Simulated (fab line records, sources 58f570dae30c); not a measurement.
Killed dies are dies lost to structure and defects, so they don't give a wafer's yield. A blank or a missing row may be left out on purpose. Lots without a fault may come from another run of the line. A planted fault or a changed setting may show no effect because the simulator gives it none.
Chamber matching | flow berkeley_cmos170 | UCB170_V2_CMP_02 on cmp-01: 4 sister chambers
The step polishes SiO2. 8 wafers are shown with their chamber, then 12 later ones without.

WAFERS WITH THEIR CHAMBER
wafer  | chamber | motor_current_A (A)
L864.3 | 3       | 15.9
L867.1 | 2       | 12.8
L875.1 | 1       | 17.4
L875.5 | 3       | 16.0
L876.1 | 1       | 17.1
L878.1 | 2       | 13.6
L878.3 | 0       | 16.7
L878.5 | 0       | 17.1

WAFERS WITHOUT THEIR CHAMBER
wafer  | motor_current_A (A)
L879.1 | 18.4
L879.2 | 16.1
L879.3 | 16.5
L877.3 | 16.5
L877.4 | 13.4
L877.6 | 17.0
L884.4 | 17.0
L884.5 | 13.4
L884.6 | 16.8
L883.1 | 13.2
L883.4 | 15.8
L883.5 | 16.2

WHICH CHAMBER EACH WENT THROUGH
wafer  | from the rows above          | in truth
L879.1 | can't be placed: 1 or 0      | 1
L879.2 | can't be placed: 3 or 0      | 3
L879.3 | can't be placed: 0 or 3 or 1 | 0
L877.3 | can't be placed: 0 or 3 or 1 | 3
L877.4 | 2                            | 2
L877.6 | can't be placed: 0 or 1      | 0
L884.4 | can't be placed: 0 or 1      | 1
L884.5 | 2                            | 2
L884.6 | can't be placed: 0 or 1      | 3
L883.1 | 2                            | 2
L883.4 | 3                            | 3
L883.5 | can't be placed: 3 or 0      | 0
Placed correctly: 4 of 12. Can't be placed from these rows: 8 (the true chamber is among the candidates in 7). Placed wrongly: 0.
How it was worked out, from the rows above alone: a wafer's distance from a chamber is the root of the sum, over the readings, of the square of ((its reading less the chamber's mean) divided by the reading's scatter). The wafer belongs to the nearest chamber; if the next one is less than 2 further off, it can't be placed. A chamber's mean is the mean of its shown wafers. The scatter: the root of (the sum of the squares of (reading less its chamber's mean) over the shown wafers, divided by (wafers less chambers)).
